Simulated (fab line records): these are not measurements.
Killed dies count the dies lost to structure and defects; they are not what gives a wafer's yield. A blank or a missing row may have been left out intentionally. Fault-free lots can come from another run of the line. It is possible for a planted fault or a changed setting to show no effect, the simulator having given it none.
Which tool did it? || flow rit-cmos || 14 lots with 42 wafers sampled at 3 steps, on a route of 202 steps

== WHAT THE GAUGES SHOWED, per wafer ==
RIT_M1_RS_MEAS_01: uses a four-point probe to measure.
{"lot": "L781", "measured": "day 3 06:36", "on": "film-metro-03", "M1_AL_RS (ohm/sq)": "0.0734 0.0733 0.0741"}
{"lot": "L783", "measured": "day 3 15:11", "on": "film-metro-01", "M1_AL_RS (ohm/sq)": "0.0728 0.0730 0.0734"}
{"lot": "L784", "measured": "day 4 00:15", "on": "film-metro-01", "M1_AL_RS (ohm/sq)": "0.0720 0.0724 0.0720"}
{"lot": "L785", "measured": "day 4 03:35", "on": "film-metro-01", "M1_AL_RS (ohm/sq)": "0.0724 0.0728 0.0723"}
{"lot": "L787", "measured": "day 4 13:32", "on": "film-metro-01", "M1_AL_RS (ohm/sq)": "0.0736 0.0726 0.0732"}
{"lot": "L788", "measured": "day 4 17:14", "on": "film-metro-01", "M1_AL_RS (ohm/sq)": "0.0741 0.0752 0.0745"}
{"lot": "L789", "measured": "day 4 22:47", "on": "film-metro-04", "M1_AL_RS (ohm/sq)": "0.0717 0.0717 0.0722"}
{"lot": "L792", "measured": "day 5 15:31", "on": "film-metro-04", "M1_AL_RS (ohm/sq)": "0.0746 0.0739 0.0737"}
{"lot": "L794", "measured": "day 5 21:50", "on": "film-metro-04", "M1_AL_RS (ohm/sq)": "0.0761 0.0752 0.0762"}
{"lot": "L798", "measured": "day 6 17:52", "on": "film-metro-01", "M1_AL_RS (ohm/sq)": "0.0775 0.0743 0.0780"}
{"lot": "L799", "measured": "day 7 00:55", "on": "film-metro-01", "M1_AL_RS (ohm/sq)": "0.0772 0.0744 0.0771"}
{"lot": "L801", "measured": "day 7 10:06", "on": "film-metro-04", "M1_AL_RS (ohm/sq)": "0.0732 0.0730 0.0734"}
{"lot": "L802", "measured": "day 7 13:43", "on": "film-metro-01", "M1_AL_RS (ohm/sq)": "0.0728 0.0735 0.0723"}
{"lot": "L804", "measured": "day 8 00:53", "on": "film-metro-01", "M1_AL_RS (ohm/sq)": "0.0729 0.0730 0.0728"}

RIT_M1_THK_MEAS_02: measures by xrf.
{"lot": "L781", "measured": "day 3 06:43", "on": "film-metro-03", "M1_AL_THK (nm)": "405 407 403"}
{"lot": "L783", "measured": "day 3 15:19", "on": "film-metro-01", "M1_AL_THK (nm)": "405 404 404"}
{"lot": "L784", "measured": "day 4 00:22", "on": "film-metro-01", "M1_AL_THK (nm)": "407 410 404"}
{"lot": "L785", "measured": "day 4 03:41", "on": "film-metro-01", "M1_AL_THK (nm)": "407 405 407"}
{"lot": "L787", "measured": "day 4 13:38", "on": "film-metro-01", "M1_AL_THK (nm)": "401 404 402"}
{"lot": "L788", "measured": "day 4 17:20", "on": "film-metro-01", "M1_AL_THK (nm)": "398 391 398"}
{"lot": "L789", "measured": "day 4 22:54", "on": "film-metro-04", "M1_AL_THK (nm)": "417 422 413"}
{"lot": "L792", "measured": "day 5 15:38", "on": "film-metro-04", "M1_AL_THK (nm)": "404 406 409"}
{"lot": "L794", "measured": "day 5 21:57", "on": "film-metro-04", "M1_AL_THK (nm)": "396 399 395"}
{"lot": "L798", "measured": "day 6 17:58", "on": "film-metro-01", "M1_AL_THK (nm)": "387 397 383"}
{"lot": "L799", "measured": "day 7 01:02", "on": "film-metro-01", "M1_AL_THK (nm)": "385 395 387"}
{"lot": "L801", "measured": "day 7 10:13", "on": "film-metro-04", "M1_AL_THK (nm)": "408 409 407"}
{"lot": "L802", "measured": "day 7 13:50", "on": "film-metro-01", "M1_AL_THK (nm)": "404 402 407"}
{"lot": "L804", "measured": "day 8 00:59", "on": "film-metro-01", "M1_AL_THK (nm)": "403 406 405"}

== WHAT TOOL EACH LOT RAN ON (gives the tool, then ch and the chambers of the sampled wafers, and finally the start) ==
{"lot": "L781", "RIT_M1_SPUTTER_00": "pvd-sputter-03, day 3 06:17"}
{"lot": "L783", "RIT_M1_SPUTTER_00": "pvd-sputter-03, day 3 14:54"}
{"lot": "L784", "RIT_M1_SPUTTER_00": "pvd-sputter-02, day 3 23:57"}
{"lot": "L785", "RIT_M1_SPUTTER_00": "pvd-sputter-03, day 4 03:15"}
{"lot": "L787", "RIT_M1_SPUTTER_00": "pvd-sputter-03, day 4 13:11"}
{"lot": "L788", "RIT_M1_SPUTTER_00": "pvd-sputter-02, day 4 16:55"}
{"lot": "L789", "RIT_M1_SPUTTER_00": "pvd-sputter-03, day 4 22:29"}
{"lot": "L792", "RIT_M1_SPUTTER_00": "pvd-sputter-02, day 5 15:13"}
{"lot": "L794", "RIT_M1_SPUTTER_00": "pvd-sputter-04, day 5 21:32"}
{"lot": "L798", "RIT_M1_SPUTTER_00": "pvd-sputter-04, day 6 17:31"}
{"lot": "L799", "RIT_M1_SPUTTER_00": "pvd-sputter-04, day 7 00:37"}
{"lot": "L801", "RIT_M1_SPUTTER_00": "pvd-sputter-02, day 7 09:36"}
{"lot": "L802", "RIT_M1_SPUTTER_00": "pvd-sputter-03, day 7 13:25"}
{"lot": "L804", "RIT_M1_SPUTTER_00": "pvd-sputter-03, day 8 00:32"}
- RIT_M1_SPUTTER_00: material Al, target thk 400 nm, time 500 s.

== WHAT THE TOOLS THEMSELVES READ (means of the sampled wafers that have a number; where no wafer has one, the mark that the record gives instead) ==
RIT_M1_SPUTTER_00.
{"lot": "L781", "tool": "pvd-sputter-03", "cathode-dc-power-W (W)": 2000.1, "chamber-pressure-pa (Pa)": 0.3996, "throttle-valve-pct (%)": 29.3}
{"lot": "L783", "tool": "pvd-sputter-03", "cathode-dc-power-W (W)": 2000.1, "chamber-pressure-pa (Pa)": 0.4004, "throttle-valve-pct (%)": 29.4}
{"lot": "L784", "tool": "pvd-sputter-02", "cathode-dc-power-W (W)": 2000.4, "chamber-pressure-pa (Pa)": 0.4000, "throttle-valve-pct (%)": 30.0}
{"lot": "L785", "tool": "pvd-sputter-03", "cathode-dc-power-W (W)": 2000.0, "chamber-pressure-pa (Pa)": 0.3996, "throttle-valve-pct (%)": 29.2}
{"lot": "L787", "tool": "pvd-sputter-03", "cathode-dc-power-W (W)": 2000.0, "chamber-pressure-pa (Pa)": 0.3997, "throttle-valve-pct (%)": 28.7}
{"lot": "L788", "tool": "pvd-sputter-02", "cathode-dc-power-W (W)": 2000.2, "chamber-pressure-pa (Pa)": 0.4002, "throttle-valve-pct (%)": 30.0}
{"lot": "L789", "tool": "pvd-sputter-03", "cathode-dc-power-W (W)": 1999.8, "chamber-pressure-pa (Pa)": 0.4000, "throttle-valve-pct (%)": 30.2}
{"lot": "L792", "tool": "pvd-sputter-02", "cathode-dc-power-W (W)": 2000.2, "chamber-pressure-pa (Pa)": 0.3999, "throttle-valve-pct (%)": 29.4}
{"lot": "L794", "tool": "pvd-sputter-04", "cathode-dc-power-W (W)": 2000.1, "chamber-pressure-pa (Pa)": 0.4002, "throttle-valve-pct (%)": 30.2}
{"lot": "L798", "tool": "pvd-sputter-04", "cathode-dc-power-W (W)": 1999.8, "chamber-pressure-pa (Pa)": 0.4368, "throttle-valve-pct (%)": 29.1}
{"lot": "L799", "tool": "pvd-sputter-04", "cathode-dc-power-W (W)": 2000.2, "chamber-pressure-pa (Pa)": 0.4368, "throttle-valve-pct (%)": 29.1}
{"lot": "L801", "tool": "pvd-sputter-02", "cathode-dc-power-W (W)": 1999.7, "chamber-pressure-pa (Pa)": 0.3999, "throttle-valve-pct (%)": 30.2}
{"lot": "L802", "tool": "pvd-sputter-03", "cathode-dc-power-W (W)": 1999.5, "chamber-pressure-pa (Pa)": 0.4003, "throttle-valve-pct (%)": 29.6}
{"lot": "L804", "tool": "pvd-sputter-03", "cathode-dc-power-W (W)": 1999.8, "chamber-pressure-pa (Pa)": 0.4003, "throttle-valve-pct (%)": 30.3}

== THE ANSWER, worked out from the rows above alone ==
Rule: the lots themselves supply what counts as usual. The widest of any qualifying gaps counts: lots, ordered by their means at a reading, are off when they make up no more than a third of the lots, leave a main group of 4 or more, and stand apart from it by 3 or more times the standard deviation of that group's means. A main group is skipped when, at the precision printed for the reading in the tables above, its means are all equal. Also off: a lot with no number at a reading for which 4 or more lots have one. Any other lot the step has rows for is counted as sound. After the gauges, taken in route order, come the tools' own readings; for these a lot's mean is taken, as printed above. At the first step where some lot is off, the reading lying furthest off is the one used; lots without a number count as furthest.
Off at RIT_M1_SPUTTER_00 (chamber-pressure-pa): L798, L799. Main group: mean 0.4000 Pa, sd 0.00027.
A tool fits if, at that step or a process step before it, it ran every lot that is off, and no sound lot after the first of them. One candidate fits, namely pvd-sputter-04 at RIT_M1_SPUTTER_00. Its last sound lot is L794 (day 5 21:32), its first lot that is off L798 (day 6 17:31): a fault that began between those two fits.
On the lots that are off, the tool's own readings at RIT_M1_SPUTTER_00 differ by more than 5 times the standard deviation of the sound lots' means, which bears it out; chamber-pressure-pa reads 0.4368 Pa there versus 0.4000 Pa on the sound lots.

== WHAT THE SIMULATOR HAD INSERTED ==
Drift in process parameters on pvd-sputter-04 at RIT_M1_SPUTTER_00, starting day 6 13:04. From 0.4, the setting chamber-pressure-pa moved by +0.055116. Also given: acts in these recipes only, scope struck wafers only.
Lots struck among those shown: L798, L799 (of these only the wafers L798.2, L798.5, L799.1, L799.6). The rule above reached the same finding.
